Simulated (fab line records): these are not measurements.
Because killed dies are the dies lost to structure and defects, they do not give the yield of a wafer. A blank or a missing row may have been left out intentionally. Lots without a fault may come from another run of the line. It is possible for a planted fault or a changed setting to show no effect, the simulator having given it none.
fab line records || flow berkeley-cmos170 || part 2 of 2: steps 26 to 32 of 32
[record] {"lots": 5, "wafers": 15, "last-day": 11}
route steps=331 shown CONTACT@223 M1@238 V1@254
lots that met no fault: from a run of the same line without faults
start-h: start of the lot's first displayed wafer, in hours after the record's first day || wait-h: how many hours have passed since the lot's step before this one || " as in the row above || L1.1+2: a single row standing in for several wafers || - no value, or no start was given || * or withheld: withheld || < > ~ a bound
route shown NAME@n: names a module that has steps shown in the file, with the first one's number in the route || usual: average and standard deviation across the fault-free wafers || same: alike in all rows || chamber/n: place in a boat || sites: readings site by site || _std_site: how widely they spread, as a standard deviation || _edge_site: outer sites' mean less inner sites' || radius-mm: how far each site lies from the wafer's centre || mask NAME#n: copy n || behind: the last tool/chamber to shape the wafer || hold: cause of the lot's hold/its duration in hours/its outcome || device: whichever transistor did not switch (one of n, p or np) || end of line: the route-end tests of the same wafers || a step with no rows: only its recipe || killed: dies that structure and defects cost at the first sort, which is not the same as the wafer's yield || map: per-die view of a wafer (x killed, . not killed, _ where there is no die)
set.NAME: the setting that was run; set.NAME@STEP: the one run at that earlier step || model.NAME: the simulator's own value behind a step, which no gauge read
a table for each step, a row for each wafer; lots at some steps of the route
services: a tool's chamber out of use, with start hour (start-h, from the record's first day; less than 0 if before it), hours out, and reason
[[steps]]
[step UCB170_M1_OVL_MEAS_10]
[usual] {"M1_OVL": "-3/5.3"}
{"lot.wafer": "L083.1", "tool": "overlay-02", "chamber": "-", "start-h": 180.33, "wait-h": 0.1, "M1_OVL[nm]": -8}
{"lot.wafer": "L083.3", "tool": "overlay-02", "chamber": "-", "start-h": 180.33, "wait-h": 0.1, "M1_OVL[nm]": -1}
{"lot.wafer": "L083.4", "tool": "overlay-02", "chamber": "-", "start-h": 180.33, "wait-h": 0.1, "M1_OVL[nm]": -1}
{"lot.wafer": "L084.2", "tool": "overlay-01", "chamber": "-", "start-h": 191.68, "wait-h": 0.1, "M1_OVL[nm]": 2}
{"lot.wafer": "L084.4", "tool": "overlay-01", "chamber": "-", "start-h": 191.68, "wait-h": 0.1, "M1_OVL[nm]": 6}
{"lot.wafer": "L084.6", "tool": "overlay-01", "chamber": "-", "start-h": 191.68, "wait-h": 0.1, "M1_OVL[nm]": -3}
{"lot.wafer": "L088.1", "tool": "overlay-02", "chamber": "-", "start-h": 217.95, "wait-h": 0.1, "M1_OVL[nm]": 6}
{"lot.wafer": "L088.5", "tool": "overlay-02", "chamber": "-", "start-h": 217.95, "wait-h": 0.1, "M1_OVL[nm]": 1}
{"lot.wafer": "L088.6", "tool": "overlay-02", "chamber": "-", "start-h": 217.95, "wait-h": 0.1, "M1_OVL[nm]": 4}
{"lot.wafer": "L089.1", "tool": "overlay-02", "chamber": "-", "start-h": 219.34, "wait-h": 0.1, "M1_OVL[nm]": 0}
{"lot.wafer": "L089.3", "tool": "overlay-02", "chamber": "-", "start-h": 219.34, "wait-h": 0.1, "M1_OVL[nm]": -5}
{"lot.wafer": "L089.5", "tool": "overlay-02", "chamber": "-", "start-h": 219.34, "wait-h": 0.1, "M1_OVL[nm]": -5}
{"lot.wafer": "L096.3", "tool": "overlay-01", "chamber": "-", "start-h": 248.96, "wait-h": 0.1, "M1_OVL[nm]": -12}
{"lot.wafer": "L096.4", "tool": "overlay-01", "chamber": "-", "start-h": 248.96, "wait-h": 0.1, "M1_OVL[nm]": -3}
{"lot.wafer": "L096.5", "tool": "overlay-01", "chamber": "-", "start-h": 248.96, "wait-h": 0.1, "M1_OVL[nm]": -7}
[step UCB170_M1_ETCH_11]
[recipe] {"chemistry": "N2/H2", "target-depth-a": "withheld", "overetch-a": "withheld", "target": "BARC", "time-s": "withheld", "source-w": 500, "bias-w": 100, "pressure-mtorr": 30, "n2-flow-sccm": 100, "h2-flow-sccm": 200}
[usual] {"bias-w": "100.0/0.33", "chamber-pressure-mTorr": "30.000/0.027", "drypump-motor-current-A": "5.7/0.56", "oes-product-au": "0.997/0.016", "throttle-valve-pct": "13.33/0.14"}
{"lot.wafer": "L083.1", "tool": "rie-diel-01", "chamber": 0, "start-h": 180.36, "wait-h": 0.0, "bias-w": 99.6, "chamber-pressure-mTorr": 29.986, "drypump-motor-current-A": 5.2, "oes-product-au": 0.969, "throttle-valve-pct": 13.32}
{"lot.wafer": "L083.3", "tool": "rie-diel-01", "chamber": 1, "start-h": 180.36, "wait-h": 0.0, "bias-w": 99.8, "chamber-pressure-mTorr": 30.022, "drypump-motor-current-A": 6.7, "oes-product-au": 1.018, "throttle-valve-pct": 13.16}
{"lot.wafer": "L083.4", "tool": "rie-diel-01", "chamber": 2, "start-h": 180.36, "wait-h": 0.0, "bias-w": 100.4, "chamber-pressure-mTorr": 30.040, "drypump-motor-current-A": 5.3, "oes-product-au": 0.997, "throttle-valve-pct": 13.20}
{"lot.wafer": "L084.2", "tool": "rie-diel-01", "chamber": 3, "start-h": 191.71, "wait-h": 0.0, "bias-w": 100.2, "chamber-pressure-mTorr": 30.022, "drypump-motor-current-A": 5.2, "oes-product-au": 0.978, "throttle-valve-pct": 13.52}
{"lot.wafer": "L084.4", "tool": "rie-diel-01", "chamber": 0, "start-h": 191.71, "wait-h": 0.0, "bias-w": 99.4, "chamber-pressure-mTorr": 29.973, "drypump-motor-current-A": 5.3, "oes-product-au": 0.969, "throttle-valve-pct": 13.33}
{"lot.wafer": "L084.6", "tool": "rie-diel-01", "chamber": 0, "start-h": 191.71, "wait-h": 0.0, "bias-w": 100.0, "chamber-pressure-mTorr": 29.964, "drypump-motor-current-A": 5.3, "oes-product-au": 0.969, "throttle-valve-pct": 13.34}
{"lot.wafer": "L088.1", "tool": "rie-diel-04", "chamber": 2, "start-h": 217.99, "wait-h": 0.0, "bias-w": 99.8, "chamber-pressure-mTorr": 29.999, "drypump-motor-current-A": 5.8, "oes-product-au": 1.026, "throttle-valve-pct": 13.49}
{"lot.wafer": "L088.5", "tool": "rie-diel-04", "chamber": 0, "start-h": 217.99, "wait-h": 0.0, "bias-w": 99.4, "chamber-pressure-mTorr": 30.012, "drypump-motor-current-A": 6.2, "oes-product-au": 0.992, "throttle-valve-pct": 13.16}
{"lot.wafer": "L088.6", "tool": "rie-diel-04", "chamber": 1, "start-h": 217.99, "wait-h": 0.0, "bias-w": 100.1, "chamber-pressure-mTorr": 29.949, "drypump-motor-current-A": 5.7, "oes-product-au": 0.990, "throttle-valve-pct": 13.39}
{"lot.wafer": "L089.1", "tool": "rie-diel-01", "chamber": 2, "start-h": 219.37, "wait-h": 0.0, "bias-w": 100.6, "chamber-pressure-mTorr": 29.992, "drypump-motor-current-A": 5.3, "oes-product-au": 1.001, "throttle-valve-pct": 13.19}
{"lot.wafer": "L089.3", "tool": "rie-diel-01", "chamber": 1, "start-h": 219.37, "wait-h": 0.0, "bias-w": 100.2, "chamber-pressure-mTorr": 29.934, "drypump-motor-current-A": 6.7, "oes-product-au": 1.014, "throttle-valve-pct": 13.16}
{"lot.wafer": "L089.5", "tool": "rie-diel-01", "chamber": 0, "start-h": 219.37, "wait-h": 0.0, "bias-w": 100.5, "chamber-pressure-mTorr": 30.033, "drypump-motor-current-A": 5.3, "oes-product-au": 0.965, "throttle-valve-pct": 13.35}
{"lot.wafer": "L096.3", "tool": "rie-diel-01", "chamber": 2, "start-h": 248.99, "wait-h": 0.0, "bias-w": 99.9, "chamber-pressure-mTorr": 30.011, "drypump-motor-current-A": 5.3, "oes-product-au": 0.998, "throttle-valve-pct": 13.20}
{"lot.wafer": "L096.4", "tool": "rie-diel-01", "chamber": 3, "start-h": 248.99, "wait-h": 0.0, "bias-w": 99.8, "chamber-pressure-mTorr": 29.996, "drypump-motor-current-A": 5.2, "oes-product-au": 0.995, "throttle-valve-pct": 13.53}
{"lot.wafer": "L096.5", "tool": "rie-diel-01", "chamber": 0, "start-h": 248.99, "wait-h": 0.0, "bias-w": 99.3, "chamber-pressure-mTorr": 30.000, "drypump-motor-current-A": 5.3, "oes-product-au": 0.981, "throttle-valve-pct": 13.34}
[step UCB170_M1_METAL_ETCH_12]
[recipe] {"chemistry": "Cl2/BCl3", "target": "Al", "stop-on": "PSG", "pressure-mtorr": 12, "target-depth-a": 7800, "over-etch-frac": 0.3, "time-s": 130, "icp-w": 600, "bias-w": 120, "Cl2_flow_sccm": 90, "bcl3-flow-sccm": 45}
[usual] {"bias-w": "120.1/0.4", "chamber-pressure-mTorr": "12.000/0.012", "drypump-motor-current-A": "5.8/0.57", "mfc-cl2-sccm": "90.01/0.27", "oes-product-au": "0.859/0.014", "throttle-valve-pct": "24.19/0.11"}
{"lot.wafer": "L083.1", "tool": "rie-metal-02", "chamber": 1, "start-h": 180.41, "wait-h": "-", "bias-w": 120.9, "chamber-pressure-mTorr": 11.991, "drypump-motor-current-A": 4.9, "mfc-cl2-sccm": 90.24, "oes-product-au": 0.867, "rf-hours-counter-h": 9.6, "throttle-valve-pct": 24.31}
{"lot.wafer": "L083.3", "tool": "rie-metal-02", "chamber": 0, "start-h": 180.41, "wait-h": "-", "bias-w": 120.4, "chamber-pressure-mTorr": 12.027, "drypump-motor-current-A": 6.4, "mfc-cl2-sccm": 90.23, "oes-product-au": 0.849, "rf-hours-counter-h": "-", "throttle-valve-pct": 24.24}
{"lot.wafer": "L083.4", "tool": "rie-metal-02", "chamber": 1, "start-h": 180.41, "wait-h": "-", "bias-w": 119.9, "chamber-pressure-mTorr": 12.005, "drypump-motor-current-A": 4.9, "mfc-cl2-sccm": 90.43, "oes-product-au": 0.878, "rf-hours-counter-h": "-", "throttle-valve-pct": 24.32}
{"lot.wafer": "L084.2", "tool": "rie-metal-03", "chamber": 0, "start-h": 191.75, "wait-h": "-", "bias-w": 119.5, "chamber-pressure-mTorr": 11.991, "drypump-motor-current-A": 6.1, "mfc-cl2-sccm": 89.66, "oes-product-au": 0.864, "rf-hours-counter-h": 10.0, "throttle-valve-pct": 24.06}
{"lot.wafer": "L084.4", "tool": "rie-metal-03", "chamber": 0, "start-h": 191.75, "wait-h": "-", "bias-w": 120.2, "chamber-pressure-mTorr": 12.005, "drypump-motor-current-A": 6.1, "mfc-cl2-sccm": 90.44, "oes-product-au": 0.861, "rf-hours-counter-h": "-", "throttle-valve-pct": 24.09}
{"lot.wafer": "L084.6", "tool": "rie-metal-03", "chamber": 1, "start-h": 191.75, "wait-h": "-", "bias-w": 120.4, "chamber-pressure-mTorr": 11.923, "drypump-motor-current-A": 6.1, "mfc-cl2-sccm": 90.22, "oes-product-au": 0.885, "rf-hours-counter-h": "-", "throttle-valve-pct": 24.09}
{"lot.wafer": "L088.1", "tool": "rie-metal-03", "chamber": 1, "start-h": 218.03, "wait-h": "-", "bias-w": 120.2, "chamber-pressure-mTorr": 12.014, "drypump-motor-current-A": 6.1, "mfc-cl2-sccm": 89.94, "oes-product-au": 0.889, "rf-hours-counter-h": 6.0, "throttle-valve-pct": 24.10}
{"lot.wafer": "L088.5", "tool": "rie-metal-03", "chamber": 0, "start-h": 218.03, "wait-h": "-", "bias-w": 120.2, "chamber-pressure-mTorr": 11.990, "drypump-motor-current-A": 6.1, "mfc-cl2-sccm": 89.89, "oes-product-au": 0.865, "rf-hours-counter-h": "-", "throttle-valve-pct": 24.09}
{"lot.wafer": "L088.6", "tool": "rie-metal-03", "chamber": 1, "start-h": 218.03, "wait-h": "-", "bias-w": 119.5, "chamber-pressure-mTorr": 11.997, "drypump-motor-current-A": 6.1, "mfc-cl2-sccm": 89.92, "oes-product-au": 0.872, "rf-hours-counter-h": "-", "throttle-valve-pct": 24.08}
{"lot.wafer": "L089.1", "tool": "rie-metal-03", "chamber": 1, "start-h": 219.42, "wait-h": "-", "bias-w": 119.5, "chamber-pressure-mTorr": 11.989, "drypump-motor-current-A": 6.1, "mfc-cl2-sccm": 90.14, "oes-product-au": 0.872, "rf-hours-counter-h": 6.1, "throttle-valve-pct": 24.09}
{"lot.wafer": "L089.3", "tool": "rie-metal-03", "chamber": 1, "start-h": 219.42, "wait-h": "-", "bias-w": 120.5, "chamber-pressure-mTorr": 11.994, "drypump-motor-current-A": 6.0, "mfc-cl2-sccm": 89.98, "oes-product-au": 0.876, "rf-hours-counter-h": "-", "throttle-valve-pct": 24.08}
{"lot.wafer": "L089.5", "tool": "rie-metal-03", "chamber": 0, "start-h": 219.42, "wait-h": "-", "bias-w": 120.0, "chamber-pressure-mTorr": 12.011, "drypump-motor-current-A": 6.1, "mfc-cl2-sccm": 90.12, "oes-product-au": 0.856, "rf-hours-counter-h": "-", "throttle-valve-pct": 24.08}
{"lot.wafer": "L096.3", "tool": "rie-metal-03", "chamber": 0, "start-h": 249.07, "wait-h": "-", "bias-w": 119.8, "chamber-pressure-mTorr": 11.970, "drypump-motor-current-A": 6.1, "mfc-cl2-sccm": 89.76, "oes-product-au": 0.841, "rf-hours-counter-h": "-", "throttle-valve-pct": 24.09}
{"lot.wafer": "L096.4", "tool": "rie-metal-03", "chamber": 1, "start-h": 249.07, "wait-h": "-", "bias-w": 119.8, "chamber-pressure-mTorr": 11.989, "drypump-motor-current-A": 6.0, "mfc-cl2-sccm": 90.12, "oes-product-au": 0.870, "rf-hours-counter-h": "-", "throttle-valve-pct": 24.11}
{"lot.wafer": "L096.5", "tool": "rie-metal-03", "chamber": 1, "start-h": 249.07, "wait-h": "-", "bias-w": 120.7, "chamber-pressure-mTorr": 11.996, "drypump-motor-current-A": 6.0, "mfc-cl2-sccm": 89.96, "oes-product-au": 0.881, "rf-hours-counter-h": "-", "throttle-valve-pct": 24.10}
[step UCB170_M1_STRIP_13]
[recipe] {"chemistry": "O2", "power-w": 400, "pressure-mtorr": 3500, "platen-temp-c": "withheld", "o2-flow-sccm": 400, "overash-fraction": 0.5}
[usual] {"chamber-pressure-mTorr": "3500/3.1", "drypump-motor-current-A": "5.55/0.18", "oes-product-au": "0.720/0.0046"}
{"lot.wafer": "L083.1", "tool": "plasma-asher-03", "chamber": 1, "start-h": 180.54, "wait-h": 0.1, "chamber-pressure-mTorr": 3496, "drypump-motor-current-A": 5.51, "oes-product-au": 0.728, "rf-hours-counter-h": 43}
{"lot.wafer": "L083.3", "tool": "plasma-asher-03", "chamber": 1, "start-h": 180.54, "wait-h": 0.1, "chamber-pressure-mTorr": 3503, "drypump-motor-current-A": 5.53, "oes-product-au": 0.717, "rf-hours-counter-h": "-"}
{"lot.wafer": "L083.4", "tool": "plasma-asher-03", "chamber": 0, "start-h": 180.54, "wait-h": 0.1, "chamber-pressure-mTorr": 3503, "drypump-motor-current-A": 5.62, "oes-product-au": 0.721, "rf-hours-counter-h": "-"}
{"lot.wafer": "L084.2", "tool": "plasma-asher-01", "chamber": 1, "start-h": 191.88, "wait-h": 0.1, "chamber-pressure-mTorr": 3493, "drypump-motor-current-A": 5.59, "oes-product-au": 0.723, "rf-hours-counter-h": 9}
{"lot.wafer": "L084.4", "tool": "plasma-asher-01", "chamber": 0, "start-h": 191.88, "wait-h": 0.1, "chamber-pressure-mTorr": 3497, "drypump-motor-current-A": 5.66, "oes-product-au": 0.724, "rf-hours-counter-h": "-"}
{"lot.wafer": "L084.6", "tool": "plasma-asher-01", "chamber": 1, "start-h": 191.88, "wait-h": 0.1, "chamber-pressure-mTorr": 3497, "drypump-motor-current-A": 5.57, "oes-product-au": 0.719, "rf-hours-counter-h": "-"}
{"lot.wafer": "L088.1", "tool": "plasma-asher-03", "chamber": 0, "start-h": 218.17, "wait-h": 0.1, "chamber-pressure-mTorr": 3504, "drypump-motor-current-A": 5.62, "oes-product-au": 0.726, "rf-hours-counter-h": 47}
{"lot.wafer": "L088.5", "tool": "plasma-asher-03", "chamber": 1, "start-h": 218.17, "wait-h": 0.1, "chamber-pressure-mTorr": 3499, "drypump-motor-current-A": 5.54, "oes-product-au": 0.717, "rf-hours-counter-h": "-"}
{"lot.wafer": "L088.6", "tool": "plasma-asher-03", "chamber": 0, "start-h": 218.17, "wait-h": 0.1, "chamber-pressure-mTorr": 3499, "drypump-motor-current-A": 5.62, "oes-product-au": 0.711, "rf-hours-counter-h": "-"}
{"lot.wafer": "L089.1", "tool": "plasma-asher-01", "chamber": 1, "start-h": 219.55, "wait-h": 0.1, "chamber-pressure-mTorr": 3502, "drypump-motor-current-A": 5.60, "oes-product-au": 0.723, "rf-hours-counter-h": 12}
{"lot.wafer": "L089.3", "tool": "plasma-asher-01", "chamber": 1, "start-h": 219.55, "wait-h": 0.1, "chamber-pressure-mTorr": 3499, "drypump-motor-current-A": 5.64, "oes-product-au": 0.716, "rf-hours-counter-h": "-"}
{"lot.wafer": "L089.5", "tool": "plasma-asher-01", "chamber": 0, "start-h": 219.55, "wait-h": 0.1, "chamber-pressure-mTorr": 3502, "drypump-motor-current-A": 5.68, "oes-product-au": 0.732, "rf-hours-counter-h": "-"}
{"lot.wafer": "L096.3", "tool": "plasma-asher-03", "chamber": 0, "start-h": 249.20, "wait-h": 0.1, "chamber-pressure-mTorr": 3502, "drypump-motor-current-A": 5.60, "oes-product-au": 0.728, "rf-hours-counter-h": "-"}
{"lot.wafer": "L096.4", "tool": "plasma-asher-03", "chamber": 1, "start-h": 249.20, "wait-h": 0.1, "chamber-pressure-mTorr": 3495, "drypump-motor-current-A": 5.55, "oes-product-au": 0.718, "rf-hours-counter-h": "-"}
{"lot.wafer": "L096.5", "tool": "plasma-asher-03", "chamber": 1, "start-h": 249.20, "wait-h": 0.1, "chamber-pressure-mTorr": 3501, "drypump-motor-current-A": 5.57, "oes-product-au": 0.713, "rf-hours-counter-h": "-"}
[step UCB170_M1_CD_MEAS_90]
[recipe] {"target-cd-nm": 700}
[usual] {"cd-nm": "700.7/2.3"}
{"lot.wafer": "L083.1", "tool": "cd-sem-01", "chamber": "-", "start-h": 180.64, "wait-h": 0.1, "cd-nm": 701.9}
{"lot.wafer": "L083.3", "tool": "cd-sem-01", "chamber": "-", "start-h": 180.64, "wait-h": 0.1, "cd-nm": 702.8}
{"lot.wafer": "L083.4", "tool": "cd-sem-01", "chamber": "-", "start-h": 180.64, "wait-h": 0.1, "cd-nm": 701.2}
{"lot.wafer": "L084.2", "tool": "cd-sem-02", "chamber": "-", "start-h": 192.00, "wait-h": 0.1, "cd-nm": 698.6}
{"lot.wafer": "L084.4", "tool": "cd-sem-02", "chamber": "-", "start-h": 192.00, "wait-h": 0.1, "cd-nm": 697.9}
{"lot.wafer": "L084.6", "tool": "cd-sem-02", "chamber": "-", "start-h": 192.00, "wait-h": 0.1, "cd-nm": 698.8}
{"lot.wafer": "L088.1", "tool": "cd-sem-01", "chamber": "-", "start-h": 218.27, "wait-h": 0.1, "cd-nm": 698.7}
{"lot.wafer": "L088.5", "tool": "cd-sem-01", "chamber": "-", "start-h": 218.27, "wait-h": 0.1, "cd-nm": 702.0}
{"lot.wafer": "L088.6", "tool": "cd-sem-01", "chamber": "-", "start-h": 218.27, "wait-h": 0.1, "cd-nm": 699.8}
{"lot.wafer": "L089.1", "tool": "cd-sem-01", "chamber": "-", "start-h": 219.65, "wait-h": 0.1, "cd-nm": 696.3}
{"lot.wafer": "L089.3", "tool": "cd-sem-01", "chamber": "-", "start-h": 219.65, "wait-h": 0.1, "cd-nm": 694.4}
{"lot.wafer": "L089.5", "tool": "cd-sem-01", "chamber": "-", "start-h": 219.65, "wait-h": 0.1, "cd-nm": 697.6}
{"lot.wafer": "L096.3", "tool": "cd-sem-02", "chamber": "-", "start-h": 249.30, "wait-h": 0.1, "cd-nm": 698.8}
{"lot.wafer": "L096.4", "tool": "cd-sem-02", "chamber": "-", "start-h": 249.30, "wait-h": 0.1, "cd-nm": 695.1}
{"lot.wafer": "L096.5", "tool": "cd-sem-02", "chamber": "-", "start-h": 249.30, "wait-h": 0.1, "cd-nm": 697.3}
[step UCB170_M1_ANNEAL_14]
[recipe] {"temp-c": 400, "time-s": 1200, "ambient": "forming-gas"}
[usual] {"zone-power-load-pct": "5.62/0.14"}
{"lot.wafer": "L083.1", "tool": "-", "chamber": "-", "start-h": 182.88, "wait-h": 2.2, "zone-power-load-pct": 5.67}
{"lot.wafer": "L083.3", "tool": "-", "chamber": "-", "start-h": 182.88, "wait-h": 2.2, "zone-power-load-pct": 5.66}
{"lot.wafer": "L083.4", "tool": "-", "chamber": "-", "start-h": 182.88, "wait-h": 2.2, "zone-power-load-pct": 5.64}
{"lot.wafer": "L084.2", "tool": "-", "chamber": "-", "start-h": 194.69, "wait-h": 2.7, "zone-power-load-pct": 5.69}
{"lot.wafer": "L084.4", "tool": "-", "chamber": "-", "start-h": 194.69, "wait-h": 2.7, "zone-power-load-pct": 5.87}
{"lot.wafer": "L084.6", "tool": "-", "chamber": "-", "start-h": 194.69, "wait-h": 2.7, "zone-power-load-pct": 5.84}
{"lot.wafer": "L088.1", "tool": "-", "chamber": "-", "start-h": 222.45, "wait-h": 4.2, "zone-power-load-pct": 5.61}
{"lot.wafer": "L088.5", "tool": "-", "chamber": "-", "start-h": 222.45, "wait-h": 4.2, "zone-power-load-pct": 5.58}
{"lot.wafer": "L088.6", "tool": "-", "chamber": "-", "start-h": 222.45, "wait-h": 4.2, "zone-power-load-pct": 5.59}
{"lot.wafer": "L089.1", "tool": "-", "chamber": "-", "start-h": 222.45, "wait-h": 2.8, "zone-power-load-pct": 5.59}
{"lot.wafer": "L089.3", "tool": "-", "chamber": "-", "start-h": 222.45, "wait-h": 2.8, "zone-power-load-pct": 5.72}
{"lot.wafer": "L089.5", "tool": "-", "chamber": "-", "start-h": 222.45, "wait-h": 2.8, "zone-power-load-pct": 5.54}
{"lot.wafer": "L096.3", "tool": "-", "chamber": "-", "start-h": 254.70, "wait-h": 5.4, "zone-power-load-pct": 5.61}
{"lot.wafer": "L096.4", "tool": "-", "chamber": "-", "start-h": 254.70, "wait-h": 5.4, "zone-power-load-pct": 5.56}
{"lot.wafer": "L096.5", "tool": "-", "chamber": "-", "start-h": 254.70, "wait-h": 5.4, "zone-power-load-pct": 5.57}
[step UCB170_V1_CVD_00]
[recipe] {"material": "SiO2", "target-thk-nm": 2000, "temp-c": 390, "precursor": "TEOS/O2", "time-s": 250, "rf-w": 550, "pressure-mtorr": 9000}
[usual] {"heater-power-w": "239/72"}
{"lot.wafer": "L083.1", "tool": "pecvd-03", "chamber": 0, "start-h": 184.22, "wait-h": 0.0, "heater-power-w": 331}
{"lot.wafer": "L083.3", "tool": "pecvd-03", "chamber": 1, "start-h": 184.22, "wait-h": 0.0, "heater-power-w": 130}
{"lot.wafer": "L083.4", "tool": "pecvd-03", "chamber": 1, "start-h": 184.22, "wait-h": 0.0, "heater-power-w": 168}
{"lot.wafer": "L084.2", "tool": "pecvd-02", "chamber": 0, "start-h": 196.03, "wait-h": 0.0, "heater-power-w": 310}
{"lot.wafer": "L084.4", "tool": "pecvd-02", "chamber": 1, "start-h": 196.03, "wait-h": 0.0, "heater-power-w": 312}
{"lot.wafer": "L084.6", "tool": "pecvd-02", "chamber": 0, "start-h": 196.03, "wait-h": 0.0, "heater-power-w": 232}
{"lot.wafer": "L088.1", "tool": "pecvd-04", "chamber": 2, "start-h": 223.78, "wait-h": 0.0, "heater-power-w": 231}
{"lot.wafer": "L088.5", "tool": "pecvd-04", "chamber": 0, "start-h": 223.78, "wait-h": 0.0, "heater-power-w": 324}
{"lot.wafer": "L088.6", "tool": "pecvd-04", "chamber": 2, "start-h": 223.78, "wait-h": 0.0, "heater-power-w": 179}
{"lot.wafer": "L089.1", "tool": "pecvd-03", "chamber": 1, "start-h": 223.78, "wait-h": 0.0, "heater-power-w": 109}
{"lot.wafer": "L089.3", "tool": "pecvd-03", "chamber": 0, "start-h": 223.78, "wait-h": 0.0, "heater-power-w": 322}
{"lot.wafer": "L089.5", "tool": "pecvd-03", "chamber": 2, "start-h": 223.78, "wait-h": 0.0, "heater-power-w": 172}
{"lot.wafer": "L096.3", "tool": "pecvd-03", "chamber": 2, "start-h": 256.03, "wait-h": 0.0, "heater-power-w": 178}
{"lot.wafer": "L096.4", "tool": "pecvd-03", "chamber": 0, "start-h": 256.03, "wait-h": 0.0, "heater-power-w": 328}
{"lot.wafer": "L096.5", "tool": "pecvd-03", "chamber": 1, "start-h": 256.03, "wait-h": 0.0, "heater-power-w": 165}
[[services]]
{"tool": "rie-diel-04", "chamber": 3, "start-h": 156.15, "hours": 16.7, "kind": "repair"}
{"tool": "krf-scanner-02", "chamber": "-", "start-h": 156.65, "hours": 1.3, "kind": "repair"}
{"tool": "krf-scanner-01", "chamber": "-", "start-h": 158.06, "hours": 4.0, "kind": "pm"}
{"tool": "furnace-01", "chamber": "-", "start-h": 158.16, "hours": 3.4, "kind": "pm"}
{"tool": "rie-diel-04", "chamber": 0, "start-h": 161.49, "hours": 2.4, "kind": "repair"}
{"tool": "krf-scanner-02", "chamber": "-", "start-h": 170.65, "hours": 0.9, "kind": "repair"}
{"tool": "krf-scanner-02", "chamber": "-", "start-h": 173.43, "hours": 1.0, "kind": "pm"}
{"tool": "rie-diel-02", "chamber": 3, "start-h": 176.94, "hours": 2.9, "kind": "repair"}
{"tool": "rie-diel-04", "chamber": 2, "start-h": 177.69, "hours": 3.3, "kind": "repair"}
{"tool": "pvd-sputter-01", "chamber": "-", "start-h": 177.75, "hours": 2.2, "kind": "repair"}
{"tool": "pvd-sputter-03", "chamber": "-", "start-h": 182.89, "hours": 1.7, "kind": "repair"}
{"tool": "plasma-asher-04", "chamber": "-", "start-h": 188.00, "hours": 1.8, "kind": "repair"}
{"tool": "furnace-01", "chamber": "-", "start-h": 188.73, "hours": 2.4, "kind": "pm"}
{"tool": "rtp-anneal-02", "chamber": "-", "start-h": 192.33, "hours": 4.1, "kind": "pm"}
{"tool": "pvd-sputter-03", "chamber": "-", "start-h": 203.90, "hours": 3.9, "kind": "repair"}
{"tool": "krf-scanner-01", "chamber": "-", "start-h": 216.54, "hours": 1.0, "kind": "pm"}
{"tool": "rie-diel-02", "chamber": 1, "start-h": 222.92, "hours": 5.3, "kind": "repair"}
{"tool": "rie-diel-01", "chamber": 2, "start-h": 228.55, "hours": 4.9, "kind": "repair"}
{"tool": "pecvd-02", "chamber": "-", "start-h": 230.81, "hours": 0.7, "kind": "repair"}
{"tool": "krf-scanner-02", "chamber": "-", "start-h": 232.67, "hours": 0.8, "kind": "pm"}
{"tool": "furnace-04", "chamber": "-", "start-h": 237.47, "hours": 1.7, "kind": "repair"}
{"tool": "wet-bench-03", "chamber": "-", "start-h": 238.78, "hours": 1.3, "kind": "repair"}
{"tool": "pvd-sputter-03", "chamber": "-", "start-h": 242.38, "hours": 8.9, "kind": "repair"}
{"tool": "krf-scanner-02", "chamber": "-", "start-h": 255.00, "hours": 3.6, "kind": "pm"}
